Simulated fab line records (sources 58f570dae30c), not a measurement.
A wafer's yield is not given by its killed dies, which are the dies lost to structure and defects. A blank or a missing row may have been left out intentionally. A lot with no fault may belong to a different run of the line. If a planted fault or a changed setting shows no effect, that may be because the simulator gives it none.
Which tool did it? -- flow berkeleyCmos170 -- 42 wafers from 14 lots sampled at 6 of the route's 331 steps

## WHAT THE GAUGES READ, wafer by wafer
UCB170_PLDD_TW_MEAS_11.
lot,measured,on,PLDD_TW
L599,day 6 06:25,filmMetro-03,1012 1008 1017
L600,day 6 14:22,filmMetro-03,1009 1008 1015
L603,day 7 04:35,filmMetro-01,1019 1017 1021
L601,day 7 04:53,filmMetro-01,1018 1015 1014
L604,day 7 10:14,filmMetro-03,1004 1008 1011
L602,day 7 11:33,filmMetro-03,1013 1009 1009
L608,day 8 02:07,filmMetro-01,1017 1016 1017
L607,day 8 02:53,filmMetro-03,1002 1005 1007
L606,day 8 02:56,filmMetro-04,1009 1007 1011
L611,day 8 19:11,filmMetro-04,1008 1008 1013
L612,day 8 19:44,filmMetro-04,993 989 987
L610,day 8 19:44,filmMetro-03,1005 1004 1013
L613,day 9 03:34,filmMetro-04,998 993 993
L621,day 11 08:16,filmMetro-03,1003 1005 997

UCB170_SDANNEAL_RS_MEAS_04: uses a four-point probe to measure.
lot,measured,on,PLDD_RS (ohm/sq)
L599,day 6 19:25,filmMetro-03,1028.8 1028.8 1027.5
L600,day 7 01:56,filmMetro-03,1030.5 1028.4 1030.9
L603,day 7 15:32,filmMetro-03,1032.1 1026.6 1025.0
L601,day 7 19:58,filmMetro-03,1030.3 1033.2 1037.9
L604,day 7 22:26,filmMetro-03,1034.9 1033.5 1032.6
L602,day 7 22:26,filmMetro-04,1031.1 1031.6 1030.2
L608,day 8 16:32,filmMetro-04,1031.3 1030.8 1030.8
L607,day 8 17:42,filmMetro-04,1031.1 1029.5 1030.5
L606,day 8 17:31,filmMetro-03,1032.6 1033.5 1030.6
L611,day 9 09:27,filmMetro-01,1033.9 1032.6 1028.4
L612,day 9 09:14,filmMetro-03,1077.8 1079.0 1076.2
L610,day 9 09:14,filmMetro-04,1028.8 1030.3 1028.6
L613,day 9 16:14,filmMetro-04,1073.6 1074.1 1071.8
L621,day 11 21:20,filmMetro-04,1031.5 1031.3 1033.3

UCB170_M3_CD_MEAS_90 targets a cd of 700 nm.
lot,measured,on,cdNm (nm)
L599,day 7 18:36,cdSem-02,699 706 702
L600,day 8 04:04,cdSem-02,696 703 696
L603,day 8 14:58,cdSem-02,702 707 701
L601,day 8 20:38,cdSem-01,692 705 706
L604,day 9 00:55,cdSem-01,697 698 699
L602,day 9 01:11,cdSem-01,690 690 702
L608,day 9 21:42,cdSem-01,702 706 707
L607,day 9 19:59,cdSem-02,695 693 695
L606,day 9 21:35,cdSem-01,703 696 703
L611,day 10 08:36,cdSem-02,694 695 692
L612,day 10 07:36,cdSem-02,697 696 697
L610,day 10 09:03,cdSem-02,706 704 706
L613,day 10 17:50,cdSem-01,701 695 703
L621,day 12 23:30,cdSem-01,709 706 707

## WHAT TOOL EACH LOT RAN ON (gives the tool, then ch and the chambers of the sampled wafers, and finally the start)
lot,UCB170_PLDD_IMPLANT_08,UCB170_CONTACT_STRIP_19,UCB170_V2_STRIP_15
L599,"implanter-01 ch 0, day 6 06:02","plasmaAsher-03 ch 1, day 7 02:04","plasmaAsher-03 ch 1, day 7 15:46"
L600,"implanter-04 ch 0, day 6 13:59","plasmaAsher-02 ch 0,1, day 7 07:17","plasmaAsher-03 ch 0,1, day 8 00:51"
L603,"implanter-04 ch 0, day 7 04:11","plasmaAsher-02 ch 0,1, day 7 20:19","plasmaAsher-02 ch 1, day 8 10:55"
L601,"implanter-03 ch 0, day 7 04:29","plasmaAsher-02 ch 0,1, day 8 00:55","plasmaAsher-01 ch 0,1, day 8 17:28"
L604,"implanter-03 ch 0, day 7 09:53","plasmaAsher-03 ch 0,1, day 8 07:42","plasmaAsher-01 ch 0,1, day 8 21:33"
L602,"implanter-04 ch 0, day 7 11:11","plasmaAsher-02 ch 0,1, day 8 07:28","plasmaAsher-01 ch 0,1, day 8 22:14"
L608,"implanter-04 ch 0, day 8 01:44","plasmaAsher-02 ch 0,1, day 8 22:46","plasmaAsher-03 ch 0,1, day 9 18:17"
L607,"implanter-03 ch 0, day 8 02:29","plasmaAsher-03 ch 0,1, day 9 00:07","plasmaAsher-01 ch 0,1, day 9 16:53"
L606,"implanter-01 ch 0, day 8 02:32","plasmaAsher-03 ch 0,1, day 9 00:40","plasmaAsher-01 ch 0,1, day 9 18:12"
L611,"implanter-01 ch 0, day 8 18:47","plasmaAsher-02 ch 0,1, day 9 15:17","plasmaAsher-02 ch 0,1, day 10 05:07"
L612,"implanter-04 ch 0, day 8 19:20","plasmaAsher-01 ch 0,1, day 9 14:17","plasmaAsher-03 ch 0,1, day 10 04:07"
L610,"implanter-01 ch 0, day 8 19:20","plasmaAsher-01 ch 0,1, day 9 15:01","plasmaAsher-01 ch 0,1, day 10 05:30"
L613,"implanter-04 ch 0, day 9 03:10","plasmaAsher-01 ch 0,1, day 9 21:56","plasmaAsher-02 ch 0,1, day 10 14:20"
L621,"implanter-01 ch 0, day 11 07:53","plasmaAsher-02 ch 0,1, day 12 04:02","plasmaAsher-01 ch 0,1, day 12 19:54"
- UCB170_PLDD_IMPLANT_08
- UCB170_CONTACT_STRIP_19: strips in O2.
- UCB170_V2_STRIP_15: strips in O2.

## AS READ BY THE TOOLS THEMSELVES (means over the sampled wafers that have a number; for cases with no such wafer, the mark the record gives instead)
UCB170_PLDD_IMPLANT_08.
lot,tool,doseIonsCm2,endStationPressureTorr (Torr),faradayCurrentUA
L599,implanter-01,5.001e+13,5.0e-06,157
L600,implanter-04,5.000e+13,4.9e-06,160
L603,implanter-04,4.998e+13,5.2e-06,159
L601,implanter-03,4.998e+13,5.0e-06,158
L604,implanter-03,4.991e+13,5.1e-06,158
L602,implanter-04,4.996e+13,5.4e-06,159
L608,implanter-04,5.000e+13,5.3e-06,159
L607,implanter-03,4.993e+13,4.8e-06,157
L606,implanter-01,5.002e+13,5.4e-06,160
L611,implanter-01,4.999e+13,4.8e-06,156
L612,implanter-04,4.493e+13,4.9e-06,144
L610,implanter-01,5.002e+13,5.1e-06,156
L613,implanter-04,4.503e+13,5.2e-06,145
L621,implanter-01,5.004e+13,5.0e-06,156

UCB170_CONTACT_STRIP_19.
lot,tool,drypumpMotorCurrentA (A),oesProductAu (a.u.)
L599,plasmaAsher-03,5.90,0.731
L600,plasmaAsher-02,5.78,0.725
L603,plasmaAsher-02,5.65,0.722
L601,plasmaAsher-02,5.80,0.726
L604,plasmaAsher-03,5.86,0.722
L602,plasmaAsher-02,5.78,0.726
L608,plasmaAsher-02,5.79,0.728
L607,plasmaAsher-03,5.84,0.724
L606,plasmaAsher-03,5.83,0.720
L611,plasmaAsher-02,5.68,0.722
L612,plasmaAsher-01,5.20,0.723
L610,plasmaAsher-01,5.20,0.726
L613,plasmaAsher-01,5.11,0.726
L621,plasmaAsher-02,5.79,0.725

UCB170_V2_STRIP_15.
lot,tool,drypumpMotorCurrentA (A),oesProductAu (a.u.),stripTimeToEndpointS (s)
L599,plasmaAsher-03,5.9,0.722,15.50
L600,plasmaAsher-03,5.9,0.724,15.28
L603,plasmaAsher-02,5.9,0.722,15.44
L601,plasmaAsher-01,5.2,0.715,15.38
L604,plasmaAsher-01,5.2,0.721,15.32
L602,plasmaAsher-01,5.2,0.720,15.39
L608,plasmaAsher-03,5.8,0.724,15.24
L607,plasmaAsher-01,5.2,0.724,15.32
L606,plasmaAsher-01,5.2,0.725,15.29
L611,plasmaAsher-02,5.8,0.720,15.38
L612,plasmaAsher-03,5.9,0.720,15.36
L610,plasmaAsher-01,5.1,0.725,15.43
L613,plasmaAsher-02,5.8,0.722,15.32
L621,plasmaAsher-01,5.1,0.717,15.20

## THE ANSWER, worked out from the rows above alone
Rule: the lots themselves supply what counts as usual. The widest of any qualifying gaps counts: lots, ordered by their means at a reading, are off when they make up no more than a third of the lots, leave a main group of 4 or more, and stand apart from it by 3 or more times the standard deviation of that group's means. Not used: any main group whose means are identical at the precision the tables above print for the reading. A lot without any number at a reading at which 4 lots or more have one is off too. Where the step has rows for the other lots, those lots are counted as sound. First the gauges in route order, then the tools' own readings, where a lot's mean is used as printed above. At the first step where some lot is off, the reading lying furthest off is the one used; lots without a number count as furthest.
Off: L612, L613, seen at UCB170_SDANNEAL_RS_MEAS_04 (PLDD_RS). Mean 1030.9 ohm/sq and standard deviation 1.8 in the main group.
If a tool, at a process step before that reading, ran all the lots that are off and no sound lot after the first of them, it fits. Not tried: the gauges at UCB170_SDANNEAL_RS_MEAS_04; whatever is off there is also off at UCB170_PLDD_IMPLANT_08, on other tools, and gauge error can't account for it. One candidate fits, namely implanter-04 at UCB170_PLDD_IMPLANT_08. Its last sound lot is L608 (day 8 01:44), its first lot that is off L612 (day 8 19:20): a fault that began between those two fits.
The tool's own readings at UCB170_PLDD_IMPLANT_08 bear it out: on the lots that are off they differ by more than 5 times the standard deviation of the sound lots' means. doseIonsCm2 reads 4.498e+13 there against 4.999e+13 on the sound lots; faradayCurrentUA reads 144 there against 158 on the sound lots.

## WHAT HAD BEEN PUT IN BY THE SIMULATOR
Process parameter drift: implanter-04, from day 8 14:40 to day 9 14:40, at UCB170_PLDD_IMPLANT_08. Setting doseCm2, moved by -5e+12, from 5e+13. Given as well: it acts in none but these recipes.
Struck lots among those shown: L612, L613. The rule above found the same.
